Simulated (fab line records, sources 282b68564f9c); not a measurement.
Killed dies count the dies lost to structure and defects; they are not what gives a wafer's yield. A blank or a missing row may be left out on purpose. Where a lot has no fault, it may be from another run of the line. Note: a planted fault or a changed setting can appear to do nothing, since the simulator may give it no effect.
A lot that was struck, set against a sound lot | flow rit_cmos | 14 out of 202 route steps
Sound: the wafers L573.4, L573.5, L573.6. Struck: wafers L577.1, L577.2, L577.5. The cause comes at the end.
Order at every step that has rows: each side's tool, ch and its chambers, its first start. Under that, the readings that differ: sound wafers | struck wafers | difference of the means | sigmas: that difference in standard deviations of wafers without a fault.
alike: a reading whose means differ by less than 2 such deviations, as well as words and numbers matching on both sides. not compared: withheld readings; readings where some wafer has no value; bounds like >300 that might hide an equal value; numbers whose values overlap and for which the record gives no deviation.
A row with sigmas, a row that says differs or no value, or rows on one side alone: a step with any of these is where the two part. Numbers that don't overlap but have no deviation are shown without sigmas and don't part them. Lack of a reading on every wafer of one side parts them only where that side has two or more wafers.

first, 4 steps without rows for these wafers: RIT_NLDD_SOFTBAKE_02 (time 60 s); RIT_NLDD_EXPOSE_03 (exposes mask M7, target cd 40700 nm); RIT_NLDD_PEB_04; RIT_NLDD_DEVELOP_05 (develop time 50 s).
RIT_NLDD_OVL_MEAS_06:
  sound on overlay-02, day 3 14:22; struck on overlay-01, day 4 14:59
  alike: NLDD_OVL
then, 2 steps without rows for these wafers: RIT_NLDD_HARDBAKE_07 (time 60 s); RIT_NLDD_IMPLANT_08.
RIT_NLDD_STRIP_09: strips in O2, time 180 s.
  sound on plasma_asher-01 ch 0,1, day 3 14:45; struck on plasma_asher-01 ch 0,1, day 4 15:19
  alike: drypump_motor_current_A, o2_flow_sccm
  not compared: rf_hours_counter_h
RIT_NLDD_TW_MEAS_10:
  sound on film_metro-03, day 3 14:54; struck on film_metro-04, day 4 15:29
  reading | sound          | struck         | difference | sigmas
  NLDD_TW | 2481 2483 2492 | 2523 2524 2519 | +37        | +2
then, 3 steps without rows for these wafers: RIT_PLDD_HMDS_00 (prime time 60 s); RIT_PLDD_COAT_01 (resist thk 1000 nm); RIT_PLDD_SOFTBAKE_02 (time 60 s).
RIT_PLDD_EXPOSE_03: exposes mask M8, target cd 40900 nm.
  sound on iline_stepper-01 ch 0, day 3 15:34; struck on iline_stepper-01, day 4 16:07
  no value came back on the struck wafers for exposure_dose_mJ_cm2, focus_offset_nm (nm), reticle_temp_C (C), stage_vel_mm_s (mm/s); on the sound wafers exposure_dose_mJ_cm2 reads 249.92 249.79 250.15
  alike: mask
next, for these wafers, 1 step has no rows: RIT_PLDD_PEB_04.

## WHERE THEY PART
Last at RIT_PLDD_EXPOSE_03 as far as this record goes, first at RIT_NLDD_TW_MEAS_10.

WHY: the cause the simulator had injected
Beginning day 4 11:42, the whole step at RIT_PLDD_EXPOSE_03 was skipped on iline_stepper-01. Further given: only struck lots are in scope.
